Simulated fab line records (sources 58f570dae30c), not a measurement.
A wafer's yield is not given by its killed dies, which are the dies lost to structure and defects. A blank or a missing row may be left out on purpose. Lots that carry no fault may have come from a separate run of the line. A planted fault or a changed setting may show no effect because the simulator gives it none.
Which of the tools did it? ; flow berkeley_cmos170 ; 14 lots, 42 wafers sampled, at 4 steps of a route of 331

== WHAT THE GAUGES READ, wafer by wafer ==
UCB170_V2_THK_MEAS_04.
lot;measured;on;V2_POLISHED_THK (nm)
L707;day 8 11:17;film_metro-02;1000.7 1001.2 1000.2
L708;day 8 12:11;film_metro-03;1002.3 1002.1 1003.1
L709;day 8 16:07;film_metro-03;1001.2 1000.0 1000.4
L706;day 8 15:49;film_metro-04;1001.2 999.2 1001.3
L712;day 9 15:16;film_metro-02;1000.2 1000.0 1002.0
L711;day 9 15:49;film_metro-02;1000.3 999.8 999.5
L716;day 10 12:07;film_metro-04;1002.2 1002.8 1002.7
L717;day 11 01:00;film_metro-02;1002.7 1001.0 1002.8
L715;day 11 01:23;film_metro-04;999.7 999.9 1000.0
L722;day 11 21:45;film_metro-03;999.7 1001.4 1001.3
L725;day 12 07:26;film_metro-03;1002.0 1001.2 1002.6
L727;day 12 19:30;film_metro-04;1000.6 1000.6 1000.6
L726;day 12 21:32;film_metro-04;1000.8 1000.3 1000.8
L728;day 13 08:20;film_metro-03;998.4 999.2 1001.0

UCB170_M3_THK_MEAS_03: measures by xrf.
lot;measured;on;M3_AL_THK (nm)
L707;day 8 13:56;film_metro-03;900 908 911
L708;day 8 14:34;film_metro-03;901 904 909
L709;day 8 19:24;film_metro-03;913 916 915
L706;day 8 18:20;film_metro-02;907 898 903
L712;day 9 17:55;film_metro-03;907 897 907
L711;day 9 18:14;film_metro-03;916 911 912
L716;day 10 14:16;film_metro-01;898 903 903
L717;day 11 04:21;film_metro-02;910 907 898
L715;day 11 04:28;film_metro-01;886 905 891
L722;day 12 03:06;film_metro-03;908 904 900
L725;day 12 09:31;film_metro-02;900 905 893
L727;day 12 21:26;film_metro-02;893 889 894
L726;day 12 23:48;film_metro-01;907 914 912
L728;day 13 10:22;film_metro-02;900 896 910

== WHICH TOOL RAN EACH LOT (tool, then ch and the chambers of the sampled wafers, then the start) ==
lot;UCB170_PVT_STRIP_08;UCB170_M3_SPUTTER_01
L707;plasma_asher-02 ch 0,1, day 6 08:18;pvd_sputter-03, day 8 13:43
L708;plasma_asher-02 ch 0, day 6 16:58;pvd_sputter-02, day 8 14:22
L709;plasma_asher-02 ch 0,1, day 6 17:14;pvd_sputter-04, day 8 19:12
L706;plasma_asher-04 ch 0,1, day 6 17:31;pvd_sputter-02, day 8 18:08
L712;plasma_asher-02 ch 0,1, day 7 15:37;pvd_sputter-03, day 9 17:41
L711;plasma_asher-02 ch 0,1, day 7 16:10;pvd_sputter-02, day 9 18:01
L716;plasma_asher-04 ch 1, day 8 13:10;pvd_sputter-02, day 10 14:03
L717;plasma_asher-03 ch 0,1, day 8 21:22;pvd_sputter-03, day 11 04:08
L715;plasma_asher-04 ch 0,1, day 8 21:33;pvd_sputter-02, day 11 04:16
L722;plasma_asher-04 ch 0,1, day 10 00:06;pvd_sputter-02, day 12 02:54
L725;plasma_asher-03 ch 0,1, day 10 07:06;pvd_sputter-02, day 12 09:19
L727;plasma_asher-02 ch 0,1, day 10 20:32;pvd_sputter-03, day 12 21:13
L726;plasma_asher-03 ch 0,1, day 10 20:49;pvd_sputter-04, day 12 23:35
L728;plasma_asher-03 ch 0,1, day 11 07:51;pvd_sputter-02, day 13 10:09
- UCB170_PVT_STRIP_08: strips in O2.
- UCB170_M3_SPUTTER_01: material Al, target thk 900 nm, time 120 s.

== WHAT THE TOOLS THEMSELVES READ (means of the sampled wafers that have a number; where no wafer has one, the mark that the record gives instead) ==
UCB170_PVT_STRIP_08.
lot;tool;chamber_pressure_mTorr (mTorr);drypump_motor_current_A (A);o2_flow_sccm (sccm);oes_product_au (a.u.);strip_time_to_endpoint_s (s)
L707;plasma_asher-02;3497;5.6;399.7;0.732;21.64
L708;plasma_asher-02;3502;5.7;400.0;0.734;21.60
L709;plasma_asher-02;3501;5.5;400.6;0.734;21.60
L706;plasma_asher-04;3502;5.8;399.9;0.734;21.62
L712;plasma_asher-02;3498;5.6;400.4;0.732;21.61
L711;plasma_asher-02;3499;5.6;399.3;0.739;21.72
L716;plasma_asher-04;3499;6.0;401.4;0.732;21.63
L717;plasma_asher-03;3498;6.0;399.6;0.732;21.67
L715;plasma_asher-04;3496;5.5;453.3;0.739;21.32
L722;plasma_asher-04;3501;5.7;428.1;0.730;21.45
L725;plasma_asher-03;3499;6.2;401.1;0.736;21.63
L727;plasma_asher-02;3501;5.6;399.3;0.736;21.68
L726;plasma_asher-03;3501;6.0;399.9;0.734;21.70
L728;plasma_asher-03;3502;6.0;399.4;0.731;21.60

UCB170_M3_SPUTTER_01.
lot;tool;throttle_valve_pct (%)
L707;pvd_sputter-03;29.3
L708;pvd_sputter-02;30.0
L709;pvd_sputter-04;29.7
L706;pvd_sputter-02;28.7
L712;pvd_sputter-03;29.4
L711;pvd_sputter-02;29.6
L716;pvd_sputter-02;29.5
L717;pvd_sputter-03;30.2
L715;pvd_sputter-02;29.6
L722;pvd_sputter-02;30.1
L725;pvd_sputter-02;29.2
L727;pvd_sputter-03;30.0
L726;pvd_sputter-04;30.4
L728;pvd_sputter-02;28.4

== THE ANSWER, worked out from the rows above alone ==
Rule: what is usual is taken from the lots themselves. Put in order of their means at a reading, lots are off if they are a third of the lots or fewer, leave a main group of 4 or more, and stand apart from it by a gap of 3 or more times the standard deviation of the main group's means; of several such gaps the widest counts. If all means in a main group match to the digits the tables above print for the reading, that group is not used. Also off: a lot with no number at a reading for which 4 or more lots have one. Any other lot the step has rows for is counted as sound. Order of review: gauges by route order, followed by the tools' own readings, for which a lot's mean as printed above is used. At the first step where some lot is off, the reading lying furthest off is the one used; lots without a number count as furthest.
Off at UCB170_PVT_STRIP_08 (o2_flow_sccm): L715, L722. The main group: mean 400.1 sccm, standard deviation 0.66.
If a tool, at that step or one of the process steps before it, ran each lot that is off and ran no sound lot following the first of them, it fits. One candidate fits, namely plasma_asher-04 at UCB170_PVT_STRIP_08. Its last sound lot is L716 (day 8 13:10), its first lot that is off L715 (day 8 21:33): a fault that began between those two fits.
The tool's own readings at UCB170_PVT_STRIP_08 bear it out: on the lots that are off they differ by more than 5 times the standard deviation of the sound lots' means. o2_flow_sccm reads 440.7 sccm there against 400.1 sccm on the sound lots; strip_time_to_endpoint_s reads 21.38 s there against 21.64 s on the sound lots.

== WHAT WAS PUT IN BY THE SIMULATOR ==
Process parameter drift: plasma_asher-04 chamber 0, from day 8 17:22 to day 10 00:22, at UCB170_PVT_STRIP_08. The setting o2_flow_sccm was moved by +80, starting from 400. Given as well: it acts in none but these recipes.
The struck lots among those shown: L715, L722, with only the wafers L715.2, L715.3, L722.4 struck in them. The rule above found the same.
